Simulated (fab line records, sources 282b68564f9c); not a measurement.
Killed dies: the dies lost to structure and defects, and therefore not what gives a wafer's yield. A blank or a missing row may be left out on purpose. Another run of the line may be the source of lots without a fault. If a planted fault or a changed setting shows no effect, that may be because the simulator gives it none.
Which tool was responsible? | flow rit_cmos | 13 lots with 39 wafers sampled at 3 steps, on a route of 202 steps

== WHAT EACH GAUGE READ, for each wafer ==
RIT_FOX2_THK_MEAS_90. Usual: FIELD_OXIDE_LEFT_1_THK 325 nm, standard deviation 5.3.
lot  | measured    | on            | FIELD_OXIDE_LEFT_1_THK (nm) | flag
L211 | day 2 01:39 | film_metro-01 | 319 321 318                 |
L213 | day 2 12:41 | film_metro-03 | 322 319 321                 |
L214 | day 2 21:04 | film_metro-03 | 326 334 325                 |
L215 | day 2 23:05 | film_metro-01 | 333 323 332                 |
L216 | day 3 02:43 | film_metro-01 | 325 324 326                 |
L217 | day 3 09:02 | film_metro-03 | 333 324 324                 |
L218 | day 3 13:19 | film_metro-02 | 323 324 327                 |
L219 | day 3 17:18 | film_metro-03 | 320 328 324                 |
L221 | day 4 03:24 | film_metro-03 | 325 323 326                 |
L226 | day 5 06:21 | film_metro-01 | 318 324 316                 |
L227 | day 5 10:26 | film_metro-02 | 324 324 323                 |
L228 | day 5 14:53 | film_metro-01 | 319 331 325                 |
L233 | day 6 20:12 | film_metro-02 | 332 339 342                 |

RIT_WELLDRIVE_RS_MEAS_01: a four-point-probe measurement. Usual: NWELL_RS 273.0 ohm/sq, standard deviation 0.74.
lot  | measured    | on            | NWELL_RS (ohm/sq) | flag
L211 | day 2 10:32 | film_metro-04 | 272.9 272.6 272.1 |
L213 | day 2 21:58 | film_metro-02 | 273.2 273.1 273.4 |
L214 | day 3 05:20 | film_metro-03 | 274.1 273.4 273.2 |
L215 | day 3 08:06 | film_metro-03 | 272.7 272.7 272.7 |
L216 | day 3 11:42 | film_metro-03 | 273.2 273.6 274.3 |
L217 | day 3 17:31 | film_metro-02 | 274.4 273.9 273.3 |
L218 | day 3 22:35 | film_metro-02 | 272.4 272.5 272.4 |
L219 | day 4 01:41 | film_metro-02 | 273.7 273.5 274.2 |
L221 | day 4 13:24 | film_metro-03 | 273.8 273.4 273.4 |
L226 | day 5 14:49 | film_metro-04 | 272.5 272.0 271.8 |
L227 | day 5 19:05 | film_metro-03 | 273.1 272.6 273.5 |
L228 | day 6 00:10 | film_metro-02 | 273.0 272.6 272.0 |
L233 | day 7 05:52 | film_metro-03 | 272.3 273.0 272.8 |

RIT_WELLDRIVE_RS_MEAS_02: a four-point-probe measurement. Usual: PWELL_RS 429.2 ohm/sq, standard deviation 1.2.
lot  | measured    | on            | PWELL_RS (ohm/sq) | flag
L211 | day 2 10:40 | film_metro-04 | 432.8 430.0 430.2 |
L213 | day 2 22:05 | film_metro-02 | 428.8 427.5 429.2 |
L214 | day 3 05:27 | film_metro-03 | 429.3 429.4 429.0 |
L215 | day 3 08:13 | film_metro-03 | 430.7 429.8 430.8 |
L216 | day 3 11:49 | film_metro-03 | 428.1 428.2 428.7 |
L217 | day 3 17:38 | film_metro-02 | 427.5 427.2 427.1 |
L218 | day 3 22:43 | film_metro-02 | 428.4 428.3 428.4 |
L219 | day 4 01:48 | film_metro-02 | 427.0 427.4 427.8 |
L221 | day 4 13:31 | film_metro-03 | 428.2 428.1 429.2 |
L226 | day 5 14:56 | film_metro-04 | 430.7 430.0 430.6 |
L227 | day 5 19:12 | film_metro-03 | 429.2 429.6 429.2 |
L228 | day 6 00:17 | film_metro-02 | 428.7 427.6 428.6 |
L233 | day 7 05:59 | film_metro-03 | 429.6 431.0 431.1 |

== WHICH TOOL RAN EACH LOT (tool, then ch and the chambers of the sampled wafers, then the start) ==
The record holds no process step before these readings.

== AS READ BY THE TOOLS THEMSELVES (means over the sampled wafers that have a number; for cases with no such wafer, the mark the record gives instead) ==
The record holds no such reading with a usual standard deviation.

== THE ANSWER, worked out from the rows above alone ==
Rule: lot off if the mean of its wafers having a number is beyond 3 standard deviations from the usual mean. Also off: a lot with no number at a reading for which 4 or more lots have one. Where the step has rows for the other lots, those lots are counted as sound. After the gauges, taken in route order, come the tools' own readings; for these a lot's mean is taken, as printed above. At the first step where some lot is off, the reading lying furthest off is the one used; lots without a number count as furthest.
Nothing can be told from this: no lot is off at any reading shown.

== WHAT WAS PUT IN BY THE SIMULATOR ==
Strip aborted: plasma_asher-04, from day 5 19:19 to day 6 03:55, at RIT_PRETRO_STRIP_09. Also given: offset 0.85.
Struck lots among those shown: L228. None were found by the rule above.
